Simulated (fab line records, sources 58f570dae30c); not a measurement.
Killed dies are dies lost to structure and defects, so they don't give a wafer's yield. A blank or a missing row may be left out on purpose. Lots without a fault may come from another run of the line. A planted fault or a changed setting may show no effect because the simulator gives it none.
Chamber matching | flow berkeley_cmos170 | UCB170_GATE_ETCH_15 on rie_si-01: 4 sister chambers
The step etches poly-Si in HBr/Cl2, stops on SiO2, time 56.3 s, target depth 278.2 nm. 4 wafers are shown with their chamber, then 7 later ones without.

WAFERS WITH THEIR CHAMBER
wafer  | chamber | throttle_valve_pct (%)
L959.4 | 0       | 25.92
L961.2 | 1       | 26.47
L968.2 | 3       | 26.52
L968.3 | 2       | 26.05

WAFERS WITHOUT THEIR CHAMBER
wafer  | throttle_valve_pct (%)
L968.4 | 26.48
L978.1 | 26.06
L978.3 | 26.48
L978.4 | 26.48
L977.2 | 26.47
L977.4 | 25.93
L977.6 | 26.47

WHICH CHAMBER EACH WENT THROUGH
wafer  | from the rows above | in truth
L968.4 | 1                   | 1
L978.1 | 2                   | 2
L978.3 | 1                   | 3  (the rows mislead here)
L978.4 | 1                   | 1
L977.2 | 1                   | 1
L977.4 | 0                   | 0
L977.6 | 1                   | 1
Placed correctly: 6 of 7. Can't be placed from these rows: 0. Placed wrongly: 1.
How it was worked out, from the rows above alone: a wafer's distance from a chamber is the root of the sum, over the readings, of the square of ((its reading less the chamber's mean) divided by the reading's scatter). The wafer belongs to the nearest chamber; if the next one is less than 2 further off, it can't be placed. A chamber's mean is the mean of its shown wafers. The scatter: with one shown wafer a chamber, the root of the mean of the squares of how far each hidden wafer lies from its nearest shown one.
